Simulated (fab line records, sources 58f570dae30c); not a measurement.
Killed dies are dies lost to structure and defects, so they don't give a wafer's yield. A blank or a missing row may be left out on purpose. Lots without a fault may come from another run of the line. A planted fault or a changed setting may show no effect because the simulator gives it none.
Which tool did it? | flow berkeley_cmos170 | 14 lots, 42 wafers sampled, at 5 steps of a route of 331

WHAT THE GAUGES READ, wafer by wafer
UCB170_M2_CD_MEAS_90: target cd 700 nm. Usual: cd_nm 702 nm, standard deviation 3.8.
lot  | measured     | on        | cd_nm (nm)  | flag
L777 | day 8 03:43  | cd_sem-01 | 700 703 701 |
L774 | day 8 04:04  | cd_sem-01 | 705 704 705 |
L776 | day 8 04:21  | cd_sem-01 | 710 707 695 |
L775 | day 8 06:21  | cd_sem-01 | 699 699 695 |
L779 | day 8 11:42  | cd_sem-01 | 706 705 705 |
L783 | day 9 11:55  | cd_sem-02 | 706 705 706 |
L784 | day 10 00:54 | cd_sem-01 | 703 704 702 |
L787 | day 10 13:56 | cd_sem-01 | 704 704 696 |
L788 | day 11 05:34 | cd_sem-01 | 700 702 698 |
L790 | day 11 10:26 | cd_sem-02 | 699 696 697 |
L795 | day 12 04:54 | cd_sem-02 | 700 703 704 |
L793 | day 12 05:09 | cd_sem-01 | 699 701 700 |
L794 | day 12 05:19 | cd_sem-02 | 701 703 704 |
L796 | day 12 12:18 | cd_sem-02 | 710 704 710 |

UCB170_M3_RS_MEAS_02: measures by four-point-probe. Usual: M3_AL_RS 0.0323 ohm/sq, standard deviation 0.00035.
lot  | measured     | on            | M3_AL_RS (ohm/sq)    | flag
L777 | day 8 06:16  | film_metro-04 | 0.0324 0.0328 0.0320 |
L774 | day 8 06:50  | film_metro-02 | 0.0326 0.0333 0.0330 |
L776 | day 8 07:09  | film_metro-01 | 0.0318 0.0321 0.0318 |
L775 | day 8 09:10  | film_metro-02 | 0.0322 0.0325 0.0321 |
L779 | day 8 14:25  | film_metro-02 | 0.0320 0.0325 0.0320 |
L783 | day 9 14:46  | film_metro-04 | 0.0326 0.0209 0.0320 | OFF
L784 | day 10 04:16 | film_metro-02 | 0.0318 0.0209 0.0319 | OFF
L787 | day 10 16:33 | film_metro-04 | 0.0320 0.0321 0.0319 |
L788 | day 11 09:46 | film_metro-04 | 0.0323 0.0324 0.0324 |
L790 | day 11 13:31 | film_metro-01 | 0.0324 0.0320 0.0322 |
L795 | day 12 07:58 | film_metro-02 | 0.0324 0.0324 0.0321 |
L793 | day 12 08:06 | film_metro-01 | 0.0318 0.0318 0.0323 |
L794 | day 12 08:16 | film_metro-02 | 0.0325 0.0324 0.0326 |
L796 | day 12 15:40 | film_metro-01 | 0.0322 0.0317 0.0323 |

UCB170_M3_THK_MEAS_03: measures by xrf. Usual: M3_AL_THK 899 nm, standard deviation 11.
lot  | measured     | on            | M3_AL_THK (nm) | flag
L777 | day 8 06:23  | film_metro-04 | 900 876 909    |
L774 | day 8 06:56  | film_metro-02 | 884 868 879    |
L776 | day 8 07:16  | film_metro-01 | 914 912 916    |
L775 | day 8 09:16  | film_metro-02 | 897 886 896    |
L779 | day 8 14:31  | film_metro-02 | 904 887 900    |
L783 | day 9 14:52  | film_metro-04 | 892 1373 909   | OFF
L784 | day 10 04:23 | film_metro-02 | 907 1382 912   | OFF
L787 | day 10 16:40 | film_metro-04 | 903 900 907    |
L788 | day 11 09:53 | film_metro-04 | 900 894 890    |
L790 | day 11 13:38 | film_metro-01 | 903 905 906    |
L795 | day 12 08:04 | film_metro-02 | 893 900 906    |
L793 | day 12 08:12 | film_metro-01 | 918 917 904    |
L794 | day 12 08:23 | film_metro-02 | 890 895 885    |
L796 | day 12 15:47 | film_metro-01 | 908 916 911    |

WHICH TOOL RAN EACH LOT (tool, then ch and the chambers of the sampled wafers, then the start)
lot  | UCB170_V2_ETCH_14                  | UCB170_M3_SPUTTER_01
L777 | rie_diel-01 ch 0,2,3, day 8 05:43  | pvd_sputter-03, day 8 06:10
L774 | rie_diel-04 ch 0,2, day 8 06:16    | pvd_sputter-01, day 8 06:43
L776 | rie_diel-02 ch 1,2, day 8 06:35    | pvd_sputter-03, day 8 07:03
L775 | rie_diel-02 ch 0,2, day 8 08:34    | pvd_sputter-03, day 8 09:02
L779 | rie_diel-01 ch 0,2, day 8 13:50    | pvd_sputter-03, day 8 14:18
L783 | rie_diel-04 ch 1,2,3, day 9 14:11  | pvd_sputter-03, day 9 14:39
L784 | rie_diel-02 ch 0,2,3, day 10 03:43 | pvd_sputter-03, day 10 04:11
L787 | rie_diel-02 ch 0,1, day 10 15:56   | pvd_sputter-01, day 10 16:24
L788 | rie_diel-04 ch 1,2, day 11 09:12   | pvd_sputter-01, day 11 09:40
L790 | rie_diel-02 ch 1,2, day 11 12:58   | pvd_sputter-02, day 11 13:26
L795 | rie_diel-02 ch 0,3, day 12 07:23   | pvd_sputter-01, day 12 07:52
L793 | rie_diel-04 ch 0,1,2, day 12 07:31 | pvd_sputter-02, day 12 07:58
L794 | rie_diel-01 ch 0,1,2, day 12 07:43 | pvd_sputter-01, day 12 08:11
L796 | rie_diel-01 ch 0,1,2, day 12 15:07 | pvd_sputter-02, day 12 15:35
- UCB170_V2_ETCH_14: etches SiO2 in CHF3/CF4/Ar, stops on Al, target depth 1250 nm, time 291 s.
- UCB170_M3_SPUTTER_01: material Al, target thk 900 nm, time 120 s.

WHAT THE TOOLS THEMSELVES READ (means of the sampled wafers that have a number; where no wafer has one, the mark that the record gives instead)
UCB170_V2_ETCH_14. Usual: drypump_motor_current_A 5.4 A, standard deviation 0.44; oes_product_au 0.867 a.u., standard deviation 0.012; throttle_valve_pct 6.99 %, standard deviation 0.095.
lot  | tool        | drypump_motor_current_A (A) | oes_product_au (a.u.) | throttle_valve_pct (%) | flag
L777 | rie_diel-01 | 5.0                         | 0.879                 | 6.96                   |
L774 | rie_diel-04 | 6.1                         | 0.865                 | 6.94                   |
L776 | rie_diel-02 | 5.9                         | 0.868                 | 6.95                   |
L775 | rie_diel-02 | 5.7                         | 0.864                 | 6.96                   |
L779 | rie_diel-01 | 5.2                         | 0.876                 | 7.05                   |
L783 | rie_diel-04 | 5.6                         | 0.856                 | 7.02                   |
L784 | rie_diel-02 | 5.5                         | 0.863                 | 6.97                   |
L787 | rie_diel-02 | 5.5                         | 0.868                 | 7.07                   |
L788 | rie_diel-04 | 5.8                         | 0.862                 | 6.94                   |
L790 | rie_diel-02 | 5.7                         | 0.872                 | 7.00                   |
L795 | rie_diel-02 | 5.2                         | 0.861                 | 7.03                   |
L793 | rie_diel-04 | 6.0                         | 0.858                 | 6.95                   |
L794 | rie_diel-01 | 5.1                         | 0.876                 | 7.02                   |
L796 | rie_diel-01 | 5.1                         | 0.876                 | 7.04                   |

UCB170_M3_SPUTTER_01. Usual: throttle_valve_pct 30.5 %, standard deviation 1.1.
lot  | tool           | throttle_valve_pct (%) | flag
L777 | pvd_sputter-03 | 29.9                   |
L774 | pvd_sputter-01 | 30.3                   |
L776 | pvd_sputter-03 | 29.8                   |
L775 | pvd_sputter-03 | 30.0                   |
L779 | pvd_sputter-03 | 29.9                   |
L783 | pvd_sputter-03 | 30.0                   |
L784 | pvd_sputter-03 | 30.5                   |
L787 | pvd_sputter-01 | 31.5                   |
L788 | pvd_sputter-01 | 31.7                   |
L790 | pvd_sputter-02 | 29.6                   |
L795 | pvd_sputter-01 | 30.9                   |
L793 | pvd_sputter-02 | 30.8                   |
L794 | pvd_sputter-01 | 31.0                   |
L796 | pvd_sputter-02 | 31.0                   |

THE ANSWER, worked out from the rows above alone
Rule: a lot is off if the mean of its wafers that have a number lies more than 3 standard deviations from the usual mean. A lot without any number at a reading at which 4 lots or more have one is off too. The other lots that the step has rows for count as sound. The gauges are gone through in route order, then the tools' own readings, and for those a lot's mean is taken as printed above. The first step at which some lot is off is used, and at that step the reading that is off furthest; a lot without a number counts as furthest.
Off: L783, L784, at UCB170_M3_RS_MEAS_02 (M3_AL_RS).
A tool fits if, at a process step before that reading, it ran every lot that is off, and no sound lot after the first of them. The gauges at UCB170_M3_RS_MEAS_02 are tried like those tools. One fits: pvd_sputter-03 at UCB170_M3_SPUTTER_01. Its last sound lot is L779 (day 8 14:18), its first lot that is off L783 (day 9 14:39): a fault that began between those two fits.

WHAT THE SIMULATOR HAD PUT IN
Process parameter drift: pvd_sputter-03, from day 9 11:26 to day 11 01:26, at UCB170_M3_SPUTTER_01. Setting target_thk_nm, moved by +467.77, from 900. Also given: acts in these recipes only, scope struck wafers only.
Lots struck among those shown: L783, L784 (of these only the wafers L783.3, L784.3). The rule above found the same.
